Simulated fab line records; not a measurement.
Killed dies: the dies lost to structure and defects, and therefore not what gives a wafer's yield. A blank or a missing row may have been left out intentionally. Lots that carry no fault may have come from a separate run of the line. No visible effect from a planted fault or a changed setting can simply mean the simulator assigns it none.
Shared-tool check -- flow rit cmos -- Sample size 14 lots and 42 wafers

## WHY IT WAS OPENED
RIT_REOX_THK_MEAS_04, reading REOX_OXIDE_THK: flagged on 2 of 14 lots. Wafers without a fault read 25.3 nm, standard deviation 0.46.
Rule: flag the lot when none of its wafers has a number, or when each of its wafers that has one lies beyond 4 standard deviations from that mean. The other lots count as sound.

lot,measured,on,"REOX_OXIDE_THK (nm), wafer by wafer",flag
L720,day 2 23:13,film metro-02,25.4 25.6 25.4,
L721,day 2 23:13,film metro-04,25.9 26.2 26.2,
L722,day 3 07:29,film metro-02,24.8 24.4 25.2,
L723,day 3 10:01,film metro-02,25.3 25.2 25.1,
L724,day 3 16:38,film metro-04,25.7 26.1 25.8,
L725,day 3 22:21,film metro-04,25.3 25.3 25.2,
L726,day 4 05:14,film metro-02,25.4 25.4 25.7,
L727,day 4 09:31,film metro-01,26.1 25.8 26.1,
L728,day 4 20:49,film metro-02,41.1 41.4 41.3,FLAGGED
L729,day 4 22:46,film metro-02,40.1 39.8 40.0,FLAGGED
L740,day 7 02:42,film metro-02,25.4 25.5 25.0,
L741,day 7 06:41,film metro-01,25.3 25.1 25.3,
L742,day 7 22:03,film metro-04,25.8 26.4 26.0,
L743,day 8 02:52,film metro-02,25.2 24.9 25.5,
The numbers of the flagged lots are 40.6 nm on average: +15.3 nm against the usual, or +33 standard deviations.

## LOT BY LOT: THE TOOL USED
The record keeps 1 process step preceding the reading, out of 202 steps on the route. Each cell gives the tool, then ch followed by the chambers the sampled wafers passed through, then the start.
lot,flag,RIT_REOX_OXIDATION_03
L720,,"furnace-01 ch 0, day 2 20:40"
L721,,"furnace-01 ch 0, day 2 20:40"
L722,,"furnace-03 ch 0, day 3 04:55"
L723,,"furnace-03 ch 0, day 3 07:28"
L724,,"furnace-01 ch 0, day 3 14:05"
L725,,"furnace-04 ch 0, day 3 19:46"
L726,,"furnace-01 ch 0, day 4 02:41"
L727,,"furnace-04 ch 0, day 4 06:58"
L728,FLAGGED,"furnace-03 ch 0, day 4 14:37"
L729,FLAGGED,"furnace-01 ch 0, day 4 17:18"
L740,,"furnace-04 ch 0, day 7 00:08"
L741,,"furnace-03 ch 0, day 7 04:08"
L742,,"furnace-01 ch 0, day 7 19:30"
L743,,"furnace-03 ch 0, day 8 00:19"
These steps, and what they do:
- RIT_REOX_OXIDATION_03: target thk 25.2 nm, ox time 5580 s.
- RIT_REOX_THK_MEAS_04

## FLAGGED OVER TOTAL, TOOL BY TOOL (the gauges that took the reading come last)
step,tool,lots run,flagged,share of the flagged lots,sound lots run after its first flagged lot
RIT_REOX_OXIDATION_03,furnace-01,6,1,some,1 (L742)
RIT_REOX_OXIDATION_03,furnace-03,5,1,some,"2 (L741,L743)"
RIT_REOX_OXIDATION_03,furnace-04,3,0,none,-
RIT_REOX_THK_MEAS_04,film metro-01,2,0,none,-
RIT_REOX_THK_MEAS_04,film metro-02,8,2,all,"2 (L740,L743)"
RIT_REOX_THK_MEAS_04,film metro-04,4,0,none,-

## WHAT THE TABLE ALLOWS
All flagged lots share 1 row of the table, namely film metro-02 at RIT_REOX_THK_MEAS_04.
- film metro-02 at RIT_REOX_THK_MEAS_04 ran 8 lots, 2 of them flagged. Lots that were sound ran on it after the first flagged one (L740, L743); a persistent fault on the entire tool would not allow that.
Not one row of the table ran every flagged lot while running no sound lot after the first.

## WHAT WAS PUT IN BY THE SIMULATOR
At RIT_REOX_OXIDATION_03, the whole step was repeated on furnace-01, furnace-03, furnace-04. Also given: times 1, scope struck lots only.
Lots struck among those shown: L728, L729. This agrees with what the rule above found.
